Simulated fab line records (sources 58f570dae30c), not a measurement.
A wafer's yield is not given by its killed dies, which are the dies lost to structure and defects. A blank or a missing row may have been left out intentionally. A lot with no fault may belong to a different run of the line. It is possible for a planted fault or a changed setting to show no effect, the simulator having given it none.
Which tool did it? ; flow berkeley cmos170 ; Sampling: 15 lots, 45 wafers, 3 of 331 route steps

== WHAT THE GAUGES READ, wafer by wafer ==
UCB170_V2_BOW_MEAS_03.
lot;measured;on;V2_BOW (um)
L325;day 8 13:55;film metro-01;44 40 29
L328;day 8 22:42;film metro-01;52 53 35
L329;day 9 02:44;film metro-03;68 62 64
L326;day 9 02:59;film metro-01;60 67 63
L327;day 9 03:43;film metro-04;70 63 63
L330;day 10 02:02;film metro-04;45 37 32
L339;day 11 13:16;film metro-04;38 41 30
L338;day 11 13:24;film metro-01;48 33 51
L337;day 11 13:39;film metro-01;36 30 36
L341;day 12 02:40;film metro-04;36 44 30
L340;day 12 10:35;film metro-01;37 34 40
L347;day 13 03:16;film metro-03;47 51 44
L345;day 13 06:32;film metro-04;48 35 41
L344;day 13 11:37;film metro-04;33 37 33
L346;day 13 11:58;film metro-01;38 28 38

UCB170_V2_THK_MEAS_04.
lot;measured;on;V2_POLISHED_THK (nm)
L325;day 8 14:01;film metro-01;999.7 1000.0 999.3
L328;day 8 22:48;film metro-01;1001.2 999.4 1000.0
L329;day 9 02:51;film metro-03;1980.7 1987.3 2027.2
L326;day 9 03:06;film metro-01;1980.8 1987.8 2013.1
L327;day 9 03:50;film metro-04;1996.1 2034.3 2000.6
L330;day 10 02:08;film metro-04;998.9 999.8 997.8
L339;day 11 13:23;film metro-04;1000.0 999.0 999.1
L338;day 11 13:31;film metro-01;999.3 999.7 1000.6
L337;day 11 13:46;film metro-01;1001.7 999.9 999.0
L341;day 12 02:46;film metro-04;999.9 998.8 999.6
L340;day 12 10:43;film metro-01;998.2 999.5 1001.4
L347;day 13 03:23;film metro-03;999.8 1000.5 997.6
L345;day 13 06:39;film metro-04;1000.0 999.6 1001.5
L344;day 13 11:43;film metro-04;997.8 997.8 998.5
L346;day 13 12:05;film metro-01;999.8 998.0 999.6

== WHICH TOOL RAN EACH LOT (tool, then ch and the chambers of the sampled wafers, then the start) ==
lot;UCB170_V2_CMP_02
L325;cmp-01 ch 0,2, day 8 13:37
L328;cmp-02 ch 0,2,3, day 8 22:25
L329;cmp-01 ch 0,2, day 9 02:24
L326;cmp-02 ch 0,1, day 9 02:40
L327;cmp-01 ch 1,2, day 9 03:23
L330;cmp-02 ch 0,1,3, day 10 01:46
L339;cmp-02 ch 0,3, day 11 12:58
L338;cmp-01 ch 0,1,3, day 11 13:05
L337;cmp-02 ch 0,1,2, day 11 13:23
L341;cmp-01 ch 1,2,3, day 12 02:20
L340;cmp-02 ch 1,2,3, day 12 10:23
L347;cmp-01 ch 0,1,2, day 13 03:01
L345;cmp-01 ch 1,2,3, day 13 06:20
L344;cmp-01 ch 0,1,2, day 13 11:17
L346;cmp-02 ch 0,1, day 13 11:41
- UCB170_V2_CMP_02: polishes SiO2.

== WHAT THE TOOLS THEMSELVES READ (means of the sampled wafers that have a number; where no wafer has one, the mark that the record gives instead) ==
UCB170_V2_CMP_02.
lot;tool;edge zone pressure frac;head pressure psi (psi);motor current A (A)
L325;cmp-01;0.997;5.988;16.4
L328;cmp-02;0.999;5.997;15.0
L329;cmp-01;-;-;-
L326;cmp-02;-;-;-
L327;cmp-01;-;-;-
L330;cmp-02;1.003;5.992;15.3
L339;cmp-02;1.001;6.000;15.5
L338;cmp-01;1.001;6.003;16.3
L337;cmp-02;1.001;5.996;15.2
L341;cmp-01;0.998;6.008;17.7
L340;cmp-02;0.998;5.989;15.1
L347;cmp-01;0.996;6.004;16.9
L345;cmp-01;0.999;6.014;17.6
L344;cmp-01;1.001;5.998;16.8
L346;cmp-02;0.996;6.003;15.5

== THE ANSWER, worked out from the rows above alone ==
Rule: the lots themselves supply what counts as usual. Put in order of their means at a reading, lots are off if they are a third of the lots or fewer, leave a main group of 4 or more, and stand apart from it by a gap of 3 or more times the standard deviation of the main group's means; of several such gaps the widest counts. The tables above print the reading to a certain number of digits; a main group whose means all agree to those digits is not used. Also off: a lot with no number at a reading for which 4 or more lots have one. The other lots that the step has rows for count as sound. The gauges are gone through in route order, then the tools' own readings, and for those a lot's mean is taken as printed above. The first step at which some lot is off is used, and at that step the reading that is off furthest; a lot without a number counts as furthest.
Off: L329, L326, L327, seen at UCB170_V2_BOW_MEAS_03 (V2_BOW). For the main group the mean is 39 um and the standard deviation 4.5.
If a tool, at a process step before that reading, ran all the lots that are off and no sound lot after the first of them, it fits. The gauges at UCB170_V2_BOW_MEAS_03 aren't tried: what is off there is off at UCB170_V2_CMP_02 too, on other tools, and a gauge's error can't cause that. Of those tried, none fits.

== WHAT HAD BEEN PUT IN BY THE SIMULATOR ==
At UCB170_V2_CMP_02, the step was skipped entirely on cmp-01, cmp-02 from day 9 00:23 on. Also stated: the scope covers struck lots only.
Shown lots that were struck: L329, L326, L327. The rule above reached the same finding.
